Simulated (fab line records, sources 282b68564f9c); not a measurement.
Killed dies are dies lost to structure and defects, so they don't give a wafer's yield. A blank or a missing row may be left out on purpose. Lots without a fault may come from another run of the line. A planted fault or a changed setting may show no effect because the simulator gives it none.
Problem report in the 8D (eight disciplines) form, filled by code | flow rit_cmos | the parts of the form that need people (team, actions taken, sign-off) are left out

1. THE PROBLEM
chamber_pressure_mTorr at RIT_NLDD_STRIP_09 reads a mean of 3203 mTorr on 6 wafers of 2 lots; wafers without a fault read 4000 mTorr with a standard deviation of 3.6. That is -99 or more standard deviations from the usual mean.
The step: strips in O2, time 180 s.
First seen on wafer L194.1, day 6 04:46, on plasma_asher-03. The record holds 42 wafers of 14 lots with a number at this step. Rule for "out", or "out of limits": more than 4 standard deviations from the usual mean. The other wafers with a number count as sound.

2. WHAT IT IS AND WHAT IT IS NOT
question                    | is                     | is not
which readings at this step | chamber_pressure_mTorr | drypump_motor_current_A
which lots                  | L194, L197             | L179, L180, L181, L182, L183, L184, L187, L188, L189, L190, L200, L202
which wafers of those lots  | all that have a number | -
read on which tools         | plasma_asher-03        | plasma_asher-01, plasma_asher-02
when                        | from day 6 04:46       | up to then (30 sound wafers); but 6 sound wafers of L200, L202 came after

3. SUSPECTS, AND WHAT RULES EACH OUT
Counting: a tool at a process step up to the reading stays a suspect if it ran every lot that is out and no sound lot after the first of them.
- plasma_asher-03 at RIT_NLDD_STRIP_09 (strips in O2, time 180 s): kept. It ran every lot that is out, first L194 (day 6 04:46), and no sound lot after that; its last sound lot up to then is L190 (day 5 07:34). Its own readings are out on those wafers: chamber_pressure_mTorr.
Left after counting: plasma_asher-03 at RIT_NLDD_STRIP_09.

4. THE CAUSE (what the simulator had put in)
Process parameter drift: plasma_asher-03, from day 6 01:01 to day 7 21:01, at RIT_NLDD_STRIP_09. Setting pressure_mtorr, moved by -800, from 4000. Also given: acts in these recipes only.
Counting left only this tool.

5. THE CHAIN OF EFFECTS, in route order
Each row: a reading whose mean over the struck wafers that have a number lies more than 3 standard deviations from the usual. Only readings for which the record gives a usual standard deviation are gone through. hours: the time from each lot's start at the first step in this table that gives one to its start at this step, as a median over the lots. sigmas: the change in usual standard deviations.
hours | step              | reading                | usual      | on struck wafers | change | sigmas
0     | RIT_NLDD_STRIP_09 | chamber_pressure_mTorr | 4000 mTorr | 3203             | -797   | -99 or more
The process steps in it:
- RIT_NLDD_STRIP_09: strips in O2, time 180 s.
Later measuring or inspecting steps at which every struck wafer that the step has a row for has a number for every such reading, and none has moved that far: RIT_M1_CD_MEAS_09, RIT_M1_OVL_MEAS_10.

6. WHAT WOULD HAVE CAUGHT IT SOONER
In this record the first reading out of limits was taken at day 6 04:46, 4 hours after the fault began at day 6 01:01.
